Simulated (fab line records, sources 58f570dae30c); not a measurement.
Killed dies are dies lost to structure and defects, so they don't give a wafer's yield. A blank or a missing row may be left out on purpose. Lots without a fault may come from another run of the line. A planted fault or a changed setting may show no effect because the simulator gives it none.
Which tool did it? | flow berkeley_cmos170 | 14 lots, 42 wafers sampled, at 5 steps of a route of 331

WHAT THE GAUGES READ, wafer by wafer
UCB170_NWELL_THK_MEAS_05. Usual: NWELL_NITRIDE_THK 225.5 nm, standard deviation 2.
lot  | measured    | on            | NWELL_NITRIDE_THK (nm) | flag
L762 | day 2 03:14 | film_metro-02 | 223.1 220.7 221.0      |
L763 | day 2 14:23 | film_metro-03 | 224.5 226.6 224.5      |
L764 | day 2 21:35 | film_metro-02 | 226.9 223.3 225.2      |
L765 | day 2 21:39 | film_metro-02 | 230.3 227.8 229.2      |
L767 | day 3 14:40 | film_metro-03 | 223.0 223.3 223.9      |
L768 | day 3 14:40 | film_metro-02 | 228.5 230.0 228.4      |
L774 | day 5 03:52 | film_metro-04 | 224.8 224.8 227.0      |
L775 | day 5 03:52 | film_metro-03 | 224.1 226.0 225.9      |
L776 | day 5 14:20 | film_metro-02 | 226.8 226.3 226.6      |
L778 | day 5 14:20 | film_metro-04 | 225.2 224.1 224.2      |
L779 | day 6 01:31 | film_metro-04 | 223.8 224.5 223.7      |
L780 | day 6 01:32 | film_metro-03 | 225.4 227.1 226.5      |
L782 | day 6 15:22 | film_metro-02 | 222.4 223.1 223.9      |
L783 | day 6 23:25 | film_metro-03 | 223.8 223.7 223.1      |

UCB170_PWELL_THK_MEAS_03. Usual: PWELL_OXIDE_THK 26.3 nm, standard deviation 0.54.
lot  | measured    | on            | PWELL_OXIDE_THK (nm)          | flag
L762 | day 2 13:47 | film_metro-03 | 25.5 26.0 25.9                |
L763 | day 3 01:51 | film_metro-01 | 26.9 27.0 26.9                |
L764 | day 3 11:32 | film_metro-01 | 25.8 25.8 26.0                |
L765 | day 3 11:32 | film_metro-03 | 26.5 26.9 27.2                |
L767 | day 4 02:58 | film_metro-03 | 33.3 33.1 33.0 33.3 33.1 33.1 | OFF
L768 | day 4 02:58 | film_metro-02 | 33.6 34.1 33.4 33.6 34.0 33.4 | OFF
L774 | day 5 16:34 | film_metro-03 | 25.9 26.4 26.1                |
L775 | day 5 16:34 | film_metro-02 | 25.6 26.1 26.0                |
L776 | day 6 02:52 | film_metro-02 | 26.5 26.1 26.1                |
L778 | day 6 02:49 | film_metro-01 | 25.7 25.7 25.5                |
L779 | day 6 16:07 | film_metro-03 | 25.7 25.5 25.9                |
L780 | day 6 16:08 | film_metro-01 | 26.4 26.5 26.1                |
L782 | day 7 03:27 | film_metro-03 | 26.1 26.1 26.1                |
L783 | day 7 14:35 | film_metro-02 | 27.2 27.1 27.5                |

UCB170_M1_CD_MEAS_09: target cd 700 nm. Usual: cd_nm 699.8 nm, standard deviation 1.2.
lot  | measured     | on        | cd_nm (nm)        | flag
L762 | day 7 18:53  | cd_sem-01 | 701.4 700.1 699.8 |
L763 | day 8 07:37  | cd_sem-01 | 700.5 700.1 699.2 |
L764 | day 9 10:44  | cd_sem-01 | 699.5 698.6 699.4 |
L765 | day 9 11:22  | cd_sem-01 | 700.6 701.3 700.1 |
L767 | day 9 22:27  | cd_sem-01 | 701.0 701.0 701.0 |
L768 | day 9 19:52  | cd_sem-02 | 700.1 698.9 698.3 |
L774 | day 10 20:02 | cd_sem-02 | 696.8 695.8 698.1 |
L775 | day 10 19:45 | cd_sem-02 | 701.2 700.8 700.8 |
L776 | day 11 21:32 | cd_sem-01 | 700.0 700.5 699.8 |
L778 | day 11 19:33 | cd_sem-01 | 700.0 700.0 699.8 |
L779 | day 12 04:30 | cd_sem-01 | 700.3 699.7 699.3 |
L780 | day 12 04:23 | cd_sem-01 | 700.9 700.6 699.4 |
L782 | day 12 15:03 | cd_sem-02 | 701.9 702.1 700.7 |
L783 | day 13 06:50 | cd_sem-02 | 700.9 699.6 699.7 |

WHICH TOOL RAN EACH LOT (tool, then ch and the chambers of the sampled wafers, then the start)
lot  | UCB170_PWELL_OXIDATION_02    | UCB170_PWELL_STRIP_16
L762 | furnace-01 ch 0, day 2 12:23 | plasma_asher-04 ch 0,1, day 2 22:37
L763 | furnace-01 ch 0, day 3 00:29 | plasma_asher-02 ch 0,1, day 3 11:14
L764 | furnace-04 ch 0, day 3 10:10 | plasma_asher-03 ch 0, day 3 19:46
L765 | furnace-04 ch 0, day 3 10:10 | plasma_asher-02 ch 0,1, day 3 19:43
L767 | furnace-01 ch 0, day 4 01:37 | plasma_asher-03 ch 0,1, day 4 11:52
L768 | furnace-01 ch 0, day 4 01:37 | plasma_asher-04 ch 0,1, day 4 12:05
L774 | furnace-04 ch 0, day 5 15:13 | plasma_asher-04 ch 0,1, day 5 21:30
L775 | furnace-04 ch 0, day 5 15:13 | plasma_asher-03 ch 0,1, day 5 22:07
L776 | furnace-04 ch 0, day 6 01:28 | plasma_asher-04 ch 0,1, day 6 13:37
L778 | furnace-04 ch 0, day 6 01:28 | plasma_asher-03 ch 0,1, day 6 13:20
L779 | furnace-04 ch 0, day 6 14:46 | plasma_asher-02 ch 0,1, day 7 01:28
L780 | furnace-04 ch 0, day 6 14:46 | plasma_asher-04 ch 0,1, day 7 01:14
L782 | furnace-02 ch 0, day 7 02:05 | plasma_asher-03 ch 0,1, day 7 14:11
L783 | furnace-02 ch 0, day 7 13:13 | plasma_asher-02 ch 0,1, day 8 02:59
- UCB170_PWELL_OXIDATION_02: target thk 26.4 nm, ox time 1260 s.
- UCB170_PWELL_STRIP_16: strips in O2.

WHAT THE TOOLS THEMSELVES READ (means of the sampled wafers that have a number; where no wafer has one, the mark that the record gives instead)
UCB170_PWELL_STRIP_16. Usual: chamber_pressure_mTorr 3500 mTorr, standard deviation 3; drypump_motor_current_A 6.11 A, standard deviation 0.28; oes_product_au 0.721 a.u., standard deviation 0.0046; strip_time_to_endpoint_s 18.07 s, standard deviation 0.07.
lot  | tool            | chamber_pressure_mTorr (mTorr) | drypump_motor_current_A (A) | oes_product_au (a.u.) | strip_time_to_endpoint_s (s) | flag
L762 | plasma_asher-04 | 3496                           | 6.15                        | 0.723                 | 18.00                        |
L763 | plasma_asher-02 | 3500                           | 6.05                        | 0.715                 | 18.09                        |
L764 | plasma_asher-03 | 3501                           | 6.56                        | 0.720                 | 18.03                        |
L765 | plasma_asher-02 | 3496                           | 6.05                        | 0.717                 | 17.96                        |
L767 | plasma_asher-03 | 3497                           | 6.11                        | 0.720                 | 18.04                        |
L768 | plasma_asher-04 | 3505                           | 6.15                        | 0.720                 | 18.10                        |
L774 | plasma_asher-04 | 3500                           | 6.26                        | 0.722                 | 18.07                        |
L775 | plasma_asher-03 | 3500                           | 6.08                        | 0.723                 | 18.06                        |
L776 | plasma_asher-04 | 3499                           | 6.14                        | 0.722                 | 18.12                        |
L778 | plasma_asher-03 | 3500                           | 6.33                        | 0.719                 | 18.08                        |
L779 | plasma_asher-02 | 3500                           | 5.86                        | 0.720                 | 18.01                        |
L780 | plasma_asher-04 | 3504                           | 6.15                        | 0.722                 | 18.05                        |
L782 | plasma_asher-03 | 3499                           | 6.09                        | 0.723                 | 18.07                        |
L783 | plasma_asher-02 | 3499                           | 5.85                        | 0.730                 | 18.01                        |

THE ANSWER, worked out from the rows above alone
Rule: a lot is off if the mean of its wafers that have a number lies more than 3 standard deviations from the usual mean. A lot without any number at a reading at which 4 lots or more have one is off too. The other lots that the step has rows for count as sound. The gauges are gone through in route order, then the tools' own readings, and for those a lot's mean is taken as printed above. The first step at which some lot is off is used, and at that step the reading that is off furthest; a lot without a number counts as furthest.
Off: L767, L768, at UCB170_PWELL_THK_MEAS_03 (PWELL_OXIDE_THK).
A tool fits if, at a process step before that reading, it ran every lot that is off, and no sound lot after the first of them. The gauges at UCB170_PWELL_THK_MEAS_03 are tried like those tools. One fits: furnace-01 at UCB170_PWELL_OXIDATION_02. Its last sound lot is L763 (day 3 00:29), its first lot that is off L767 (day 4 01:37): a fault that began between those two fits.

WHAT THE SIMULATOR HAD PUT IN
Process parameter drift: furnace-01, from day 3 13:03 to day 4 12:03, at UCB170_PWELL_OXIDATION_02. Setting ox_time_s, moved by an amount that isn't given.
Lots struck among those shown: L767, L768. The rule above found the same.
